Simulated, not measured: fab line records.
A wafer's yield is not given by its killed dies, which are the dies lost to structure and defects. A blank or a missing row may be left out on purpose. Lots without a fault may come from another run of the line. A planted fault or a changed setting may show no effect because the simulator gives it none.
The tool behind it: which one?    flow rit cmos    16 lots, 48 wafers sampled, at 2 steps of a route of 202

WHAT THE GAUGES READ, wafer by wafer
RIT_PSD_OVL_MEAS_06.
lot   measured     on          PSD_OVL (nm)
L387  day 4 01:43  overlay-01  -4.5 -0.4 -1.0
L388  day 4 19:43  overlay-02  -0.2 -1.4 -1.3
L389  day 4 19:50  overlay-02  -1.9 0.1 -1.3
L390  day 5 02:55  overlay-02  -3.5 -2.1 -1.3
L392  day 5 03:13  overlay-02  -1.1 1.5 0.1
L394  day 5 16:46  overlay-02  1.1 1.3 1.1
L395  day 5 17:13  overlay-02  -0.1 -0.1 -0.5
L396  day 6 06:55  overlay-01  0.7 0.7 -0.3
L397  day 6 07:56  overlay-02  -1.6 -1.5 -0.5
L401  day 6 21:49  overlay-01  3106.2 3107.6 3106.5
L402  day 7 02:05  overlay-01  3107.5 3108.2 3109.7
L403  day 7 02:42  overlay-01  3108.9 3106.7 3108.7
L404  day 7 06:14  overlay-02  3104.9 3105.5 3105.7
L405  day 7 10:36  overlay-01  -2.7 -2.0 -1.4
L408  day 7 22:28  overlay-02  -1.8 -2.4 -3.0
L409  day 8 01:00  overlay-02  -2.1 -1.4 -1.5

WHAT TOOL EACH LOT RAN ON (gives the tool, then ch and the chambers of the sampled wafers, and finally the start)
lot   RIT_PSD_EXPOSE_03
L387  iline stepper-01 ch 0, day 4 01:20
L388  iline stepper-02 ch 0, day 4 19:22
L389  iline stepper-02 ch 0, day 4 19:28
L390  iline stepper-02 ch 0, day 5 02:17
L392  iline stepper-02 ch 0, day 5 02:25
L394  iline stepper-01 ch 0, day 5 15:58
L395  iline stepper-01 ch 0, day 5 16:39
L396  iline stepper-01 ch 0, day 6 06:31
L397  iline stepper-01 ch 0, day 6 07:32
L401  iline stepper-02 ch 0, day 6 21:26
L402  iline stepper-02 ch 0, day 7 01:41
L403  iline stepper-02 ch 0, day 7 02:07
L404  iline stepper-02 ch 0, day 7 05:52
L405  iline stepper-01 ch 0, day 7 10:13
L408  iline stepper-01 ch 0, day 7 22:05
L409  iline stepper-01 ch 0, day 8 00:36
- RIT_PSD_EXPOSE_03: exposes mask M10, target cd 40900 nm.

WHAT THE TOOLS THEMSELVES READ (means of the sampled wafers that have a number; where no wafer has one, the mark that the record gives instead)
The record holds no such reading with a usual standard deviation.

THE ANSWER, worked out from the rows above alone
Rule: the usual values come from the lots themselves. The widest of any qualifying gaps counts: lots, ordered by their means at a reading, are off when they make up no more than a third of the lots, leave a main group of 4 or more, and stand apart from it by 3 or more times the standard deviation of that group's means. The tables above print the reading to a certain number of digits; a main group whose means all agree to those digits is not used. A lot without any number at a reading at which 4 lots or more have one is off too. Any other lot the step has rows for is counted as sound. Order of review: gauges by route order, followed by the tools' own readings, for which a lot's mean as printed above is used. At the first step where some lot is off, the reading lying furthest off is the one used; lots without a number count as furthest.
Off: at RIT_PSD_OVL_MEAS_06 (PSD_OVL), L401, L402, L403, L404. For the main group the mean is -1.0 nm and the standard deviation 1.1.
If a tool, at a process step before that reading, ran all the lots that are off and no sound lot after the first of them, it fits. The gauges at RIT_PSD_OVL_MEAS_06 are tried like those tools. One candidate fits, namely iline stepper-02 at RIT_PSD_EXPOSE_03. Its last sound lot is L392 (day 5 02:25), its first lot that is off L401 (day 6 21:26): a fault that began between those two fits.

WHAT THE SIMULATOR HAD PUT IN
Scanner matching overlay: iline stepper-02, from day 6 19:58 on, at RIT_PSD_EXPOSE_03. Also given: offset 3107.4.
Lots struck among those shown: L401, L402, L403, L404. Same finding as the rule above.
